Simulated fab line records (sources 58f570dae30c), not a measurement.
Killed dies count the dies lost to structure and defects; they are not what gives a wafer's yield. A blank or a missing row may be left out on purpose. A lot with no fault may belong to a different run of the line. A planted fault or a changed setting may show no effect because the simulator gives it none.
Lot-split experiment	flow berkeleyCmos170	23 wafers read from 5 lots, route of 331 steps

== ON THE SPLIT ==
At UCB170_V2_CMP_02 (polishes SiO2), the setting leaveAboveRefNm was moved away from the recipe's 1000 nm on 11 of the 23 wafers read, by -4.9% to +4.6%. All remaining wafers had this setting at the recipe value.

No step appears in the file between the split and the reading.

== THE READING ==
V2_POLISHED_THK at UCB170_V2_THK_MEAS_04, in nm. Fault-free wafers of this fab line usually give 1000.2 nm, standard deviation 0.94 nm.

wafer	tool, chamber at the split	leaveAboveRefNm as run, nm	against the recipe	V2_POLISHED_THK, nm	against lot-mates on the recipe
L075.1	cmp-01, 2	1000	recipe	1000.3	-
L075.2	cmp-01, 0	1000	recipe	998.8	-
L075.3	cmp-01, 3	1024	+2.4%	1024.1	+24.1
L075.5	cmp-01, 1	1000	recipe	1000.9	-
L075.6	cmp-01, 2	1024	+2.4%	1023.3	+23.3
L076.2	cmp-02, 3	950.5	-4.9%	950.7	-50.8
L076.3	cmp-02, 0,1	950.5	-4.9%	949.9	-51.6
L076.4	cmp-02, 0,1	950.5	-4.9%	950.7	-50.8
L076.5	cmp-02, 0	1000	recipe	1001.2	-
L076.6	cmp-02, 1	1000	recipe	1001.7	-
L079.2	cmp-01, 0	979.3	-2.1%	980.1	-21.6
L079.3	cmp-01, 3	979.3	-2.1%	980.5	-21.2
L079.4	cmp-01, 2	1000	recipe	1001.6	-
L079.5	cmp-01, 1	1000	recipe	1001.9	-
L079.6	cmp-01, 0	979.3	-2.1%	980.7	-21.0
L083.1	cmp-01, 0	1000	recipe	998.7	-
L083.3	cmp-01, 2	1000	recipe	1000.3	-
L083.5	cmp-01, 1	1000	recipe	1000.4	-
L082.1	cmp-02, 2,3	1046	+4.6%	1044.8	+46.5
L082.3	cmp-02, 0	1000	recipe	998.0	-
L082.4	cmp-02, 3	1046	+4.6%	1045.4	+47.1
L082.5	cmp-02, 0	1000	recipe	998.6	-
L082.6	cmp-02, 2,3	1046	+4.6%	1044.4	+46.1
The file does not say which wafer passed through which chamber wherever a row lists several chambers: such a row stands for several wafers.

FIT RESULTS
A straight line over all 23 wafers: V2_POLISHED_THK changes by +9.86 nm for each +1% of leaveAboveRefNm; r = +1.00; the points scatter about the line by 1.1 nm.
The same after taking each lot's own level away (the mean of its wafers on the recipe; 23 wafers): +10.2 nm for each +1%; r = +1.00; scatter 0.6 nm.
On that fit, the largest move of leaveAboveRefNm shifts the reading by 50 nm.
Across the lots, their own levels run from 998.30 to 1001.75 nm, a range of 3.7 times the standard deviation given above.
The two slopes are in agreement: the lot-to-lot level therefore moves the slope only a little.
Check: with one of the wafers moved furthest among these (-4.9%) left out of the fit, the line predicts -50.7 nm for it against its lot-mates. It came out at -50.8 nm against them.

== ADDITIONAL SPLITS CARRIED BY THESE WAFERS ==
These wafers also went through other splits before the reading. Each is held against what the fit with the lots' levels taken away leaves over:
other split on the same wafers	wafers away from the commonest value	r with V2_POLISHED_THK (lot level and that fit taken away)
UCB170_SILICIDE_SPUTTER_01 timeS	7	-0.11
UCB170_M1_SPUTTER_00 powerW	5	-0.06

== THE WHOLE CHAIN: every reading that the file lists as answering this split, in the file's order ==
step	what it does	reading	change (the file's fit)	r (the file's)
UCB170_V2_CMP_02	polishes SiO2	SiO2_of_V2_CVD_00.thkNm (the simulator's own value, which no gauge read)	+10 nm for each +1% of the setting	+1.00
UCB170_V2_THK_MEAS_04		V2_POLISHED_THK	+10.2 for each +1% of the setting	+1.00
UCB170_V2_ETCH_14	etches SiO2 in CHF3/CF4/Ar, stops on Al, target depth 1250 nm, time 291 s	etch.depthNm (the simulator's own value, which no gauge read)	+10 nm for each +1% of the setting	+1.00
UCB170_V2_ETCH_14	etches SiO2 in CHF3/CF4/Ar, stops on Al, target depth 1250 nm, time 291 s	V2.featureDepthNm (the simulator's own value, which no gauge read)	+10.1 nm for each +1% of the setting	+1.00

== FILE'S OWN FIT ==
V2_POLISHED_THK changes by +10.2 nm for each +1% of leaveAboveRefNm, r = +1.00.
